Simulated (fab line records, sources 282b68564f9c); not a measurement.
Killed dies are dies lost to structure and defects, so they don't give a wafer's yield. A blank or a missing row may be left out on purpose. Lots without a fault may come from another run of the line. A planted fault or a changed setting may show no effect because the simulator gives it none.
A struck lot beside a sound one | flow rit_cmos | 21 steps out of a route of 202
Sound: wafers L856.1, L856.5, L856.6. Struck: wafers L861.3, L861.4, L861.6. The cause comes at the end.
At each step with rows: each side's tool, then ch and its chambers, then its first start. Under that, the readings that differ: sound wafers | struck wafers | difference of the means | sigmas: that difference in standard deviations of wafers without a fault.
alike: readings whose means differ by less than 2 such deviations, and words and numbers that are the same on both sides. not compared: withheld readings, readings that some wafer has no value for, bounds like >300 that may hide the same value, and numbers for which the record gives no deviation and whose values overlap.
The two part at a step that has a row with sigmas, a row that says differs or no value, or rows on one side only. Numbers that don't overlap but have no deviation are shown without sigmas and don't part them. A reading that every wafer of one side lacks parts them only if that side has two wafers or more.

first, 6 steps without rows for these wafers: RIT_NWELL_HMDS_00 (prime time 60 s); RIT_NWELL_COAT_01 (resist thk 1300 nm); RIT_NWELL_SOFTBAKE_02 (time 60 s); RIT_NWELL_EXPOSE_03 (exposes mask M2, target cd 43900 nm); RIT_NWELL_PEB_04; RIT_NWELL_DEVELOP_05 (develop time 68 s).
RIT_NWELL_OVL_MEAS_06:
  sound on overlay-01, day 2 08:44; struck on overlay-01, day 3 09:10
  alike: NWELL_OVL
then, 2 steps without rows for these wafers: RIT_NWELL_HARDBAKE_07 (time 120 s); RIT_NWELL_IMPLANT_08.
RIT_NWELL_STRIP_09: strips in O2, time 180 s.
  sound on plasma_asher-02 ch 0,1, day 2 09:10; struck on plasma_asher-01 ch 0,1, day 3 09:39
  alike: drypump_motor_current_A
  not compared: rf_hours_counter_h
RIT_NWELL_TW_MEAS_10:
  sound on film_metro-03, day 2 09:20; struck on film_metro-03, day 3 09:47
  alike: NWELL_TW
then, 1 step without rows for these wafers: RIT_PWELL_HMDS_00 (prime time 60 s).
RIT_PWELL_COAT_01: resist thk 1300 nm.
  sound on litho_track-01 ch 0, day 2 09:33; struck on litho_track-01 ch 0, day 3 10:08
  reading                                    | sound          | struck         | difference | sigmas
  model.NOVOLAK_of_PWELL_COAT_01.thk_nm (nm) | 1298 1296 1298 | 1335 1340 1339 | +41        |
  alike: resist_line_temp_C
then, 4 steps without rows for these wafers: RIT_PWELL_SOFTBAKE_02 (time 60 s); RIT_PWELL_EXPOSE_03 (exposes mask M3, target cd 43700 nm); RIT_PWELL_PEB_04; RIT_PWELL_DEVELOP_05 (develop time 68 s).
RIT_PWELL_OVL_MEAS_06:
  sound on overlay-02, day 2 10:25; struck on overlay-01, day 3 10:58
  alike: PWELL_OVL
RIT_PWELL_HARDBAKE_07: time 120 s.
  sound on litho_track-04 ch 0, day 2 10:27; struck on litho_track-01 ch 0, day 3 11:04
  reading                                    | sound          | struck         | difference | sigmas
  model.NOVOLAK_of_PWELL_COAT_01.thk_nm (nm) | 1135 1133 1135 | 1167 1172 1170 | +35        |
  alike: resist_line_temp_C
then, 1 step without rows for these wafers: RIT_PWELL_IMPLANT_08.
RIT_M1_PROBE_99:
  the record has rows for the struck wafers here (prober-02, day 5 04:56) and none for the sound ones

WHERE THEY PART
Only at RIT_M1_PROBE_99, within this record.

WHY: what the simulator had put in
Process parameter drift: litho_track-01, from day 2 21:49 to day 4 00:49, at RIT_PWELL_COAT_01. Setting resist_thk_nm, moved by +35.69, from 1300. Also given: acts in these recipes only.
